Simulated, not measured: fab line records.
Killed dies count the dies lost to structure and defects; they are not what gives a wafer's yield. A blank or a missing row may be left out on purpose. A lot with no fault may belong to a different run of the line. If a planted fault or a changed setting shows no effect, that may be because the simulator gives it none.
Chamber matching :: flow berkeleyCmos170 :: UCB170_PWELL_ETCH_14 on rieDiel-01 has 4 sister chambers
The step etches Si3N4 in CH3F/Ar/O2, stops on SiO2, target depth 242 nm, time 151 s. 8 wafers are shown with their chamber, then 7 later ones without.

WAFERS PAIRED WITH THEIR CHAMBERS
wafer: L859.3
chamber: 3
throttleValvePct (%): 7.91
oesProductAu (a.u.): 0.940

wafer: L859.4
chamber: 0
throttleValvePct (%): 8.10
oesProductAu (a.u.): 0.925

wafer: L859.6
chamber: 2
throttleValvePct (%): 7.99
oesProductAu (a.u.): 0.959

wafer: L868.1
chamber: 1
throttleValvePct (%): 8.24
oesProductAu (a.u.): 0.936

wafer: L868.2
chamber: 3
throttleValvePct (%): 7.91
oesProductAu (a.u.): 0.929

wafer: L868.4
chamber: 0
throttleValvePct (%): 8.11
oesProductAu (a.u.): 0.916

wafer: L870.2
chamber: 2
throttleValvePct (%): 7.99
oesProductAu (a.u.): 0.945

wafer: L870.5
chamber: 1
throttleValvePct (%): 8.23
oesProductAu (a.u.): 0.936

WAFERS WITHOUT THEIR CHAMBER
wafer: L870.6
throttleValvePct (%): 8.10
oesProductAu (a.u.): 0.923

wafer: L873.1
throttleValvePct (%): 7.93
oesProductAu (a.u.): 0.937

wafer: L873.2
throttleValvePct (%): 8.22
oesProductAu (a.u.): 0.939

wafer: L873.6
throttleValvePct (%): 8.24
oesProductAu (a.u.): 0.939

wafer: L874.1
throttleValvePct (%): 8.23
oesProductAu (a.u.): 0.937

wafer: L874.4
throttleValvePct (%): 8.00
oesProductAu (a.u.): 0.938

wafer: L874.5
throttleValvePct (%): 8.02
oesProductAu (a.u.): 0.938

WHICH CHAMBER EACH WENT THROUGH
wafer: L870.6
from the rows above: 0
in truth: 0

wafer: L873.1
from the rows above: 3
in truth: 3

wafer: L873.2
from the rows above: 1
in truth: 1

wafer: L873.6
from the rows above: 1
in truth: 1

wafer: L874.1
from the rows above: 1
in truth: 1

wafer: L874.4
from the rows above: 2
in truth: 2

wafer: L874.5
from the rows above: 2
in truth: 2
Correct placement for 7 of the 7. Number that these rows cannot place: 0. 0 placed wrongly.
How it was worked out, from the rows above alone: a wafer's distance from a chamber is the root of the sum, over the readings, of the square of ((its reading less the chamber's mean) divided by the reading's scatter). The wafer belongs to the nearest chamber; if the next one is less than 2 further off, it can't be placed. Each chamber's mean is taken over the wafers shown for it. How the scatter is found: for the shown wafers, subtract from each reading the mean of its chamber, square and add these, divide the total by (wafers less chambers), then take the root.
